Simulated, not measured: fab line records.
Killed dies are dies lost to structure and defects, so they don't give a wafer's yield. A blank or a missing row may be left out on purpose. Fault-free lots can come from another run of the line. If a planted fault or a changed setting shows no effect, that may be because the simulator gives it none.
2 desks, one fault || flow berkeley cmos170 || each desk has only its own numbers; what lay behind them comes last

THE METROLOGY DESK
What the gauges read, lot by lot, whatever tool the lot ran on: means of the sampled wafers that have a number. A lot is out of limits, marked OUT, if its mean lies more than 4 standard deviations from the usual mean; the brackets give that distance.
Columns: A = WELLDRIVE_OXIDE_THK at UCB170_WELLDRIVE_THK_MEAS_02, usual 198 nm; B = M2_AL_RS at UCB170_M2_RS_MEAS_02, usual 0.0313 ohm/sq; C = M2_AL_THK at UCB170_M2_THK_MEAS_03, usual 918 nm
{"lot": "L635", "first seen here": "day 4 01:48", "A": 197, "B": 0.0312, "C": 923}
{"lot": "L636", "first seen here": "day 4 15:20", "A": 203, "B": 0.0310, "C": 928}
{"lot": "L637", "first seen here": "day 4 15:20", "A": 197, "B": 0.0312, "C": 925}
{"lot": "L638", "first seen here": "day 4 15:20", "A": 196, "B": 0.0313, "C": 917}
{"lot": "L639", "first seen here": "day 5 01:35", "A": 197, "B": 0.0314, "C": 923}
{"lot": "L640", "first seen here": "day 5 01:35", "A": 199, "B": 0.0312, "C": 918}
{"lot": "L641", "first seen here": "day 5 07:53", "A": 196, "B": 0.0315, "C": 925}
{"lot": "L642", "first seen here": "day 5 07:55", "A": 193, "B": 0.0316, "C": 904}
{"lot": "L643", "first seen here": "day 5 16:50", "A": 195, "B": 0.0314, "C": 914}
{"lot": "L645", "first seen here": "day 5 23:36", "A": 198, "B": 0.0313, "C": 925}
{"lot": "L647", "first seen here": "day 6 07:26", "A": "226 (+7.9) OUT", "B": 0.0314, "C": 918}
{"lot": "L646", "first seen here": "day 6 07:28", "A": "225 (+7.6) OUT", "B": 0.0309, "C": 930}
{"lot": "L649", "first seen here": "day 6 19:19", "A": 198, "B": 0.0310, "C": 926}
{"lot": "L652", "first seen here": "day 7 14:43", "A": 193, "B": 0.0316, "C": 899}
This desk's finding: out of limits on L646, L647; first on L647, day 6 07:26 (WELLDRIVE_OXIDE_THK at UCB170_WELLDRIVE_THK_MEAS_02). L635, L636, L637, L638, L639, L640, L641, L642, L643, L645, L649, L652: within limits.

THE TOOL OWNER'S DESK: furnace-01
The tool's own readings at UCB170_WELLDRIVE_OXIDATION_01 (target thk 199 nm, ox time 9000 s): means of the sampled wafers that have a number, for each lot that ran on this tool. A lot is out of limits, marked OUT, if its mean lies more than 4 standard deviations from the usual mean; the brackets give that distance.
Columns: A = spike tc centre C at UCB170_WELLDRIVE_OXIDATION_01, usual 1102.2 C; B = spike tc load C at UCB170_WELLDRIVE_OXIDATION_01, usual 1130 C; C = spike tc source C at UCB170_WELLDRIVE_OXIDATION_01, usual 1128.9 C; D = tube center temp C at UCB170_WELLDRIVE_OXIDATION_01, usual 1100 C; E = tube_center_temp_C_max at UCB170_WELLDRIVE_OXIDATION_01, usual 1102.9
{"lot": "L635", "first seen here": "day 3 22:17", "A": 1102.6, "B": 1132, "C": 1130.5, "D": 1100, "E": 1102.8}
{"lot": "L639", "first seen here": "day 4 22:04", "A": 1101.2, "B": 1132, "C": 1130.2, "D": 1100, "E": 1103.0}
{"lot": "L640", "first seen here": "day 4 22:04", "A": 1102.0, "B": 1133, "C": 1130.2, "D": 1100, "E": 1102.7}
{"lot": "L645", "first seen here": "day 5 20:06", "A": 1101.7, "B": 1133, "C": 1131.2, "D": 1100, "E": 1103.0}
{"lot": "L646", "first seen here": "day 6 03:56", "A": "1120.9 (+16) OUT", "B": "1153 (+7.4) OUT", "C": "1151.6 (+11) OUT", "D": "1120 (+99 or more) OUT", "E": "1122.7 (+43) OUT"}
{"lot": "L647", "first seen here": "day 6 03:56", "A": "1121.7 (+16) OUT", "B": "1153 (+7.4) OUT", "C": "1151.2 (+11) OUT", "D": "1120 (+99 or more) OUT", "E": "1122.8 (+43) OUT"}
Finding of this desk: L646, L647 out of limits; the first was L646 at day 6 03:56, on spike tc centre C at UCB170_WELLDRIVE_OXIDATION_01. L635, L639, L640, L645: within limits.

ALL TOGETHER
On L646, L647, at day 6 03:56, an alarm was possible from the tool owner's desk.
L646, L647 would have let the metrology desk raise an alarm at day 6 07:26.
The lots listed all ran UCB170_WELLDRIVE_OXIDATION_01 on furnace-01.

WHAT THE SIMULATOR HAD INSERTED
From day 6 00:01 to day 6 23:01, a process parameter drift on furnace-01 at UCB170_WELLDRIVE_OXIDATION_01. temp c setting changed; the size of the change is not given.
Shown lots that were struck: L646, L647.
Delay (hours) between the fault's onset and each desk's first out-of-limits reading: 4 at the tool owner's desk, 7 at the metrology desk.
